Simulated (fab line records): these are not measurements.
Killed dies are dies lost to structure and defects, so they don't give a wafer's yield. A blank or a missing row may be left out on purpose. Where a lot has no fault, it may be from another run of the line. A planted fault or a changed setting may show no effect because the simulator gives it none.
A struck lot beside a sound one	flow berkeley_cmos170	17 steps out of a route of 331
Sound: these wafers, L161.2, L161.4, L161.6. The struck wafers were L162.2, L162.3, L162.5. Last of all comes the cause.
Per side, at each step with rows, come the tool, then ch with its chambers, and then its first start. Under that, the readings that differ: sound wafers	struck wafers	difference of the means	sigmas: that difference in standard deviations of wafers without a fault.
alike: words and numbers the same on both sides, and readings whose means are apart by under 2 such deviations; not compared: readings that were withheld, readings missing a value for some wafer, numbers with overlapping values and no deviation given by the record, and bounds like >300 which may hide the same value.
A row with sigmas, a row that says differs or no value, or rows on one side alone: a step with any of these is where the two part. Numbers that have no deviation but don't overlap get no sigmas and don't part them. A reading missing from all wafers of one side parts the sides only when that side holds two or more wafers.

first, 2 steps without rows for these wafers: UCB170_V2_PEB_10; UCB170_V2_DEVELOP_11 (develop time 45 s).
UCB170_V2_CD_MEAS_12 targets a cd of 700 nm.
  sound: cd_sem-02 at day 9 08:10; struck: cd_sem-02 at day 9 12:49
  alike: cd_nm
UCB170_V2_OVL_MEAS_13:
  sound: overlay-02 at day 9 08:16; struck: overlay-02 at day 9 12:56
  alike: V2_OVL
UCB170_V2_ETCH_14: etches SiO2 in CHF3/CF4/Ar, stops on Al, target depth 1250 nm, time 291 s.
  sound on rie_diel-04 ch 0,2,3, day 9 08:18; struck on rie_diel-04 ch 0,2,3, day 9 12:58
  alike: drypump_motor_current_A, oes_product_au, throttle_valve_pct
  not compared: rf_hours_counter_h
UCB170_V2_STRIP_15: strips in O2.
  sound on plasma_asher-02 ch 0,1, day 9 08:29; struck on plasma_asher-04 ch 0,1, day 9 13:08
  alike: drypump_motor_current_A, o2_flow_sccm, oes_product_au, strip_time_to_endpoint_s
  not compared: rf_hours_counter_h
UCB170_V2_CD_MEAS_90 targets a cd of 700 nm.
  sound: cd_sem-02 at day 9 08:36; struck: cd_sem-02 at day 9 13:16
  alike: cd_nm
then, 1 step without rows for these wafers: UCB170_M3_PRE_CLEAN_00 (preclean etch time 60 s).
UCB170_M3_SPUTTER_01: material Al, target thk 900 nm, time 120 s.
  sound: pvd_sputter-04 at day 9 08:46; struck: pvd_sputter-01 at day 9 13:25
  alike: throttle_valve_pct
UCB170_M3_RS_MEAS_02: measurement is done with a four-point probe.
  sound: film_metro-02 at day 9 08:52; struck: film_metro-02 at day 9 13:33
  alike: M3_AL_RS
UCB170_M3_THK_MEAS_03: measures by xrf.
  sound: film_metro-02 at day 9 08:59; struck: film_metro-02 at day 9 13:40
  alike: M3_AL_THK
then, 1 step without rows for these wafers: UCB170_M3_HMDS_04 (prime time 60 s).
UCB170_M3_COAT_05: resist thk 900 nm.
  sound on litho_track-04 ch 0, day 9 09:17; struck on litho_track-04 ch 0, day 9 13:53
reading	sound	struck	difference	sigmas
model.KrF_of_M3_COAT_05.thk_nm (nm)	904.6 904.6 905.3	884.8 886.3 888.2	-18.4	
  alike: exhaust_pa
then, 1 step without rows for these wafers: UCB170_M3_SOFTBAKE_06 (time 60 s).
UCB170_M3_STRIP_07: strips in O2.
  sound on plasma_asher-02 ch 0,1, day 9 09:33; struck on plasma_asher-03 ch 0,1, day 9 14:10
reading	sound	struck	difference	sigmas
strip_time_to_endpoint_s (s)	22.09 22.06 22.09	21.60 21.63 21.67	-0.45	-6
  alike: drypump_motor_current_A, o2_flow_sccm, oes_product_au
  not compared: rf_hours_counter_h
then, 2 steps without rows for these wafers: UCB170_M3_STRIP_08 (strips KrF in DMSO, time 600 s); UCB170_M3_PROBE_99.

== WHERE THEY PART ==
UCB170_M3_STRIP_07 only, going by this record.

WHY: the cause the simulator had injected
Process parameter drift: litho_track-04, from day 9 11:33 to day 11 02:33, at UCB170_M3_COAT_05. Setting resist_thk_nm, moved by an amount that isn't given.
